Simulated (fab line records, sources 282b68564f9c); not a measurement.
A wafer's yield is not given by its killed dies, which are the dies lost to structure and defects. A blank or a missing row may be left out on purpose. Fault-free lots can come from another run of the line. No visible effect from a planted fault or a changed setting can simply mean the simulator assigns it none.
Problem report, 8D (eight disciplines) form, completed by code -- flow ritCmos -- the parts of the form that need people (team, actions taken, sign-off) are left out

== 1. THE ISSUE ==
Mean of wafer_temp_C_max at RIT_SILICIDE_RTA_04: 645.1 across 6 wafers in 2 lots; on wafers with no fault it is 652.3 (standard deviation 0.55). That puts it -13 standard deviations away from the usual mean.
The step: time 10 s, ramp up 5 s, ramp down 5 s.
First seen on wafer L558.1, day 5 06:16, on rtpAnneal-02. Wafers with a number at this step in the record: 36, from 12 lots. The rule behind "out" and "out of limits": a value lying over 4 standard deviations away from the usual mean. The other wafers with a number count as sound.

== 2. WHAT IT IS; WHAT IT IS NOT ==
question,is,is not
which readings at this step,wafer_temp_C_max,-
which lots,"L558, L560","L549, L550, L551, L552, L553, L563, L565, L567, L569, L571"
which wafers of those lots,all that have a number,-
read on which tools,rtpAnneal-02,rtpAnneal-01
when,from day 5 06:16,"up to then (15 sound wafers); but 15 sound wafers of L563, L565, L567, L569, L571 came after"

== 3. WHAT RULES OUT EACH SUSPECT ==
Counting: a tool at any process step up to the reading remains a suspect when it ran all the lots that are out and ran no sound lot after the first of those.
- rtpAnneal-02 at RIT_SILICIDE_RTA_04 (time 10 s, ramp up 5 s, ramp down 5 s): kept. Every lot that is out went through it, starting with L558 (day 5 06:16), and after that it ran no sound lot; the last sound lot it ran before then is L552 (day 3 22:44). Its own wafer_temp_C_max readings are out on those wafers.
After counting, what remains is rtpAnneal-02 at RIT_SILICIDE_RTA_04.

== 4. THE CAUSE (what the simulator had put in) ==
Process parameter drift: rtpAnneal-02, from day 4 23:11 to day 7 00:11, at RIT_SILICIDE_RTA_04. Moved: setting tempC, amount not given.
The count eliminated every tool but this one.

== 5. THE CHAIN OF EFFECTS, in route order ==
One row per reading whose mean, taken over the struck wafers that have a number, lies over 3 standard deviations from the usual. Only readings for which the record gives a usual standard deviation are gone through. hours: the time from each lot's start at the first step in this table that gives one to its start at this step, as a median over the lots. sigmas: the change in usual standard deviations.
hours,step,reading,usual,on struck wafers,change,sigmas
0,RIT_SILICIDE_RTA_04,wafer_temp_C_max,652.3,645.1,-7.2,-13
Here are the process steps it includes:
- RIT_SILICIDE_RTA_04: time 10 s, ramp up 5 s, ramp down 5 s.

== 6. HOW IT WOULD HAVE BEEN CAUGHT EARLIER ==
The fault began at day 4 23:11; the first out-of-limits reading in this record came at day 5 06:16, 7 hours later.
